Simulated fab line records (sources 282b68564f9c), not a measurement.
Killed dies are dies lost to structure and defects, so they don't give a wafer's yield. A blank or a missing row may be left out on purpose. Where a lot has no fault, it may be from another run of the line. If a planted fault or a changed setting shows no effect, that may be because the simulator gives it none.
fab line records	flow rit-cmos
record lots=14	wafers=42	last-day=7
route steps=202 shown PWELL@48
lots that met no fault: from a run of the same line without faults
start-h: hours from the record's opening day to when the first of the lot's shown wafers began	wait-h: how many hours have passed since the lot's step before this one	" repeats the value in the row above	L1.1+2: several wafers, shown together as one row	- value missing, or start not given	* or withheld: withheld	< > ~ a bound
route shown NAME@n: NAME is a module with steps in the file, n the number in the route of the first one	usual: the fault-free wafers' mean and standard deviation	same: alike in all rows	chamber/n: place in a boat	sites: per-site readings	_std_site: standard deviation across them	_edge_site: inner sites' mean taken away from outer sites' mean	radius-mm: for every site, how far away it sits from the centre of the wafer	mask NAME#n: copy n	behind: the most recent tool/chamber to have shaped the wafer	hold: why the lot went on hold/how many hours it stayed there/how the hold came to an end	device: names the non-switching transistor (n, p or np)	end of line: the same wafers' tests at the end of the route	where a step has no rows: the recipe by itself	killed: dies that structure and defects cost at the first sort, which is not the same as the wafer's yield	map: per-die view of a wafer (x killed, . not killed, _ where there is no die)
set.NAME: the setting that was run; set.NAME@STEP: the one run at that earlier step	model.NAME: the simulator's own value behind a step, which no gauge read
route steps across a sampled set of lots; one table per step, one row per wafer
services: a tool's chamber out of use, with start hour (start-h, from the record's first day; less than 0 if before it), hours out, and reason
## steps
# step RIT_PWELL_STRIP_09
# recipe chemistry=O2	time-s=180	resist=NOVOLAK	platen-temp-c=withheld	power-w=500	pressure-mtorr=4000	o2-flow-sccm=4000
# usual drypump-motor-current-A=5.79/0.28	o2-flow-sccm=4001/12
lot.wafer	tool	chamber	start-h	wait-h	drypump-motor-current-A	o2-flow-sccm	rf-hours-counter-h
L973.1	plasma-asher-03	0	29.57	0.1	5.83	4006	39
L973.3	"	0	"	"	5.82	4002	-
L973.6	"	1	"	"	5.66	3981	-
L972.1	plasma-asher-04	1	30.07	0.1	5.48	4015	20
L972.4	"	1	"	"	5.47	4015	-
L972.5	"	0	"	"	6.20	4011	-
L974.3	plasma-asher-03	1	33.16	0.1	5.65	3990	-
L974.4	"	0	"	"	5.86	3990	-
L974.5	"	1	"	"	5.66	4016	-
L976.1	plasma-asher-04	1	45.64	0.1	5.47	4009	22
L976.2	"	0	"	"	6.20	3981	22
L976.3	"	0	"	"	6.19	3994	-
L978.2	plasma-asher-03	1	56.22	0.1	5.64	4007	42
L978.3	"	0	"	"	5.87	3995	-
L978.6	"	0	"	"	5.84	4002	-
L981.4	plasma-asher-04	1	74.55	0.1	5.49	4007	-
L981.5	"	1	"	"	5.49	3983	-
L981.6	"	0	"	"	6.18	4031	-
L982.2	plasma-asher-03	0	74.86	0.1	5.88	3997	44
L982.3	"	1	"	"	5.65	4009	-
L982.4	"	0	"	"	5.87	4002	-
L983.1	plasma-asher-03	0	79.31	0.1	5.86	4017	45
L983.3	"	0	"	"	5.83	4016	-
L983.4	"	1	"	"	5.67	3987	-
L984.1	plasma-asher-03	1	84.43	0.1	5.65	3980	46
L984.2	"	0	"	"	5.85	3990	46
L984.6	"	0	"	"	5.88	4011	-
L985.2	plasma-asher-04	1	94.64	0.1	5.46	3993	28
L985.5	"	0	"	"	6.19	3995	-
L985.6	"	1	"	"	5.47	4015	-
L986.1	plasma-asher-04	1	98.35	0.1	5.49	4000	29
L986.5	"	1	"	"	5.49	4012	-
L986.6	"	0	"	"	6.17	3993	-
L988.1	plasma-asher-03	0	107.80	0.1	5.87	3211	47
L988.3	"	1	"	"	5.65	3191	-
L988.5	"	0	"	"	5.86	3198	-
L990.2	plasma-asher-04	0	116.88	0.1	6.20	3996	32
L990.5	"	1	"	"	5.49	3982	-
L990.6	"	0	"	"	6.21	3999	-
L991.1	plasma-asher-03	0	120.49	0.1	5.86	3216	49
L991.3	"	1	"	"	5.64	3205	-
L991.5	"	1	"	"	5.65	3207	-
## services
tool	chamber	start-h	hours	kind
plasma-asher-04	-	22.17	2.4	repair
plasma-asher-03	-	91.42	15.0	pm
## key
first-sign step=RIT_PWELL_STRIP_09	reading=o2-flow-sccm	direction=down	sigmas=65	usual=4001	struck=3205
effect none on later readings
met-at RIT_PWELL_STRIP_09
struck-lots L988,L991
tester-left-out L988,L991
onset-between 84.43 107.80
fault kind=process-parameter-drift	tool=plasma-asher-03	chamber=-	onset-h=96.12	steps=RIT_PWELL_STRIP_09	channel=o2-flow-sccm	offset=-800	shape=step	end-h=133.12	acts-in=these-recipes-only	stated=4000
# tester-left-out: of these lots the tester's yield and bins aren't shown, on N5 and GAA mostly nor the transistor test; their killed dies are dies lost to structure and defects alone, not to doping, threshold or leakage, so they don't give the yield
